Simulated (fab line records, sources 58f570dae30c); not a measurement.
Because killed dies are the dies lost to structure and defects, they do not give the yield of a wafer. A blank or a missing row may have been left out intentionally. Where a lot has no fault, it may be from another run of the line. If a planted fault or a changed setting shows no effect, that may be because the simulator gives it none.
The tool behind it: which one? :: flow berkeleyCmos170 :: 7 lots, 21 wafers sampled, at 2 steps of a route of 331

## WHAT EACH GAUGE READ, for each wafer
UCB170_V2_BOW_MEAS_03.
lot: L830
measured: day 8 19:32
on: filmMetro-04
V2_BOW (um): 32 43 21

lot: L831
measured: day 8 21:33
on: filmMetro-01
V2_BOW (um): 43 41 27

lot: L833
measured: day 11 05:23
on: filmMetro-03
V2_BOW (um): 32 24 30

lot: L835
measured: day 11 03:44
on: filmMetro-01
V2_BOW (um): 32 45 47

lot: L837
measured: day 11 06:01
on: filmMetro-03
V2_BOW (um): 35 34 34

lot: L844
measured: day 12 18:42
on: filmMetro-04
V2_BOW (um): 43 41 35

lot: L846
measured: day 12 23:30
on: filmMetro-01
V2_BOW (um): 28 33 34

## TOOL THAT RAN EACH LOT (tool first, then ch and the chambers of the sampled wafers, then the start)
lot: L830
UCB170_ACTIVE_CVD_05: lpcvd-01 ch 0, day 5 01:28

lot: L831
UCB170_ACTIVE_CVD_05: lpcvd-02 ch 1, day 5 06:53

lot: L833
UCB170_ACTIVE_CVD_05: lpcvd-01 ch 1, day 6 11:20

lot: L835
UCB170_ACTIVE_CVD_05: lpcvd-01 ch 0, day 6 11:20

lot: L837
UCB170_ACTIVE_CVD_05: lpcvd-01 ch 0, day 6 17:44

lot: L844
UCB170_ACTIVE_CVD_05: lpcvd-02 ch 0, day 8 05:39

lot: L846
UCB170_ACTIVE_CVD_05: lpcvd-02 ch 1, day 8 14:53
- UCB170_ACTIVE_CVD_05: deposits Si3N4 from SiH2Cl2/NH3, target thk 220 nm, time 3300 s.

## THE ANSWER, worked out from the rows above alone
Rule: the lots themselves supply what counts as usual. Put in order of their means at a reading, lots are off if they are a third of the lots or fewer, leave a main group of 4 or more, and stand apart from it by a gap of 3 or more times the standard deviation of the main group's means; of several such gaps the widest counts. The tables above print the reading to a certain number of digits; a main group whose means all agree to those digits is not used. Also off: a lot with no number at a reading for which 4 or more lots have one. The other lots that the step has rows for count as sound.
No lot is off at any reading shown: from this, nothing can be told.

## WHAT THE SIMULATOR HAD INSERTED
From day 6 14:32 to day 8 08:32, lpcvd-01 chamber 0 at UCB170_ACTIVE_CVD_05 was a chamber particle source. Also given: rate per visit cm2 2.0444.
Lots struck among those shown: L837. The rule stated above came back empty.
